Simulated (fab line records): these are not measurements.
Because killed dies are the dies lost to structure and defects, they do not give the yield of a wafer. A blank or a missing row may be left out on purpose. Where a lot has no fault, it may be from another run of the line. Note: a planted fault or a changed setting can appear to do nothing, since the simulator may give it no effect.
Split-lot experiment + flow rit cmos + route with 202 steps; 5 lots, 23 wafers read

## ABOUT THE SPLIT
At RIT_PWELL_IMPLANT_08, the setting energy kev was moved away from the recipe's 170 on 6 of the 23 wafers read, by -2.2% to +1.9%. For the rest of the wafers, this setting stayed at what the recipe calls for.

The reading is taken at the split's own step.

## THE READING
The simulator's own value implant.drp nm, read by no gauge, in nm at RIT_PWELL_IMPLANT_08. The file gives no usual value for it.

| wafer  | tool, chamber at the split | energy kev as run | against the recipe | implant.drp nm, nm | against lot-mates on the recipe |
|--------|----------------------------|-------------------|--------------------|--------------------|---------------------------------|
| L074.1 | implanter-02, 0            | 170               | recipe             | 102.9              | -                               |
| L074.3 | implanter-02, 0            | 170               | recipe             | 102.9              | -                               |
| L074.4 | implanter-02, 0            | 170               | recipe             | 102.9              | -                               |
| L074.5 | implanter-02, 0            | 173.2             | +1.9%              | 103.4              | +0.5                            |
| L074.6 | implanter-02, 0            | 173.2             | +1.9%              | 103.4              | +0.5                            |
| L076.2 | implanter-01, 0            | 170               | recipe             | 102.9              | -                               |
| L076.5 | implanter-01, 0            | 170               | recipe             | 102.9              | -                               |
| L076.6 | implanter-01, 0            | 170               | recipe             | 102.9              | -                               |
| L078.1 | implanter-02, 0            | 170               | recipe             | 102.9              | -                               |
| L078.3 | implanter-02, 0            | 170               | recipe             | 102.9              | -                               |
| L078.5 | implanter-02, 0            | 170               | recipe             | 102.9              | -                               |
| L078.4 | implanter-02, 0            | 173               | +1.8%              | 103.4              | +0.5                            |
| L078.6 | implanter-02, 0            | 173               | +1.8%              | 103.4              | +0.5                            |
| L079.1 | implanter-02, 0            | 166.3             | -2.2%              | 102.1              | -0.8                            |
| L079.6 | implanter-02, 0            | 166.3             | -2.2%              | 102.1              | -0.8                            |
| L079.2 | implanter-02, 0            | 170               | recipe             | 102.9              | -                               |
| L079.3 | implanter-02, 0            | 170               | recipe             | 102.9              | -                               |
| L079.5 | implanter-02, 0            | 170               | recipe             | 102.9              | -                               |
| L083.1 | implanter-02, 0            | 170               | recipe             | 102.9              | -                               |
| L083.2 | implanter-02, 0            | 170               | recipe             | 102.9              | -                               |
| L083.3 | implanter-02, 0            | 170               | recipe             | 102.9              | -                               |
| L083.5 | implanter-02, 0            | 170               | recipe             | 102.9              | -                               |
| L083.6 | implanter-02, 0            | 170               | recipe             | 102.9              | -                               |

THE FIT
A straight line over all 23 wafers: implant.drp nm changes by +0.316 nm for each +1% of energy kev; r = +0.99; the points scatter about the line by 0.042 nm.
The same after taking each lot's own level away (the mean of its wafers on the recipe; 23 wafers): +0.316 nm for each +1%; r = +0.99; scatter 0.042 nm.
That fit puts the effect of the largest move of energy kev on the reading at 0.69 nm.
The lots' own levels span 102.90 to 102.90 nm.
The two slopes are in agreement: the lot-to-lot level therefore moves the slope only a little.
Check: with one of the wafers moved furthest among these (-2.2%) left out of the fit, the line predicts -0.675 nm for it against its lot-mates. Against them it came out at -0.8 nm.

## ADDITIONAL SPLITS CARRIED BY THESE WAFERS
These wafers also went through other splits before the reading. Each is held against what the fit with the lots' levels taken away leaves over:
| other split on the same wafers       | wafers away from the commonest value | r with implant.drp nm (lot level and that fit taken away) |
|--------------------------------------|--------------------------------------|-----------------------------------------------------------|
| RIT_ACTIVE_EXPOSE_08 dose mj         | 9                                    | +0.16                                                     |
| RIT_ACTIVE_DEVELOP_10 develop time s | 9                                    | -0.55                                                     |
| RIT_ACTIVE_ETCH_13 time s            | 5                                    | +0.11                                                     |
| RIT_FOX2_CLEAN_02 time s             | 15                                   | -0.03                                                     |
| RIT_NWELL_IMPLANT_08 energy kev      | 11                                   | +0.07                                                     |
| RIT_PWELL_COAT_01 resist thk nm      | 9                                    | +0.03                                                     |

## FILE'S OWN FIT
implant.drp nm changes by +0.312 nm for each +1% of energy kev, r = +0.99.
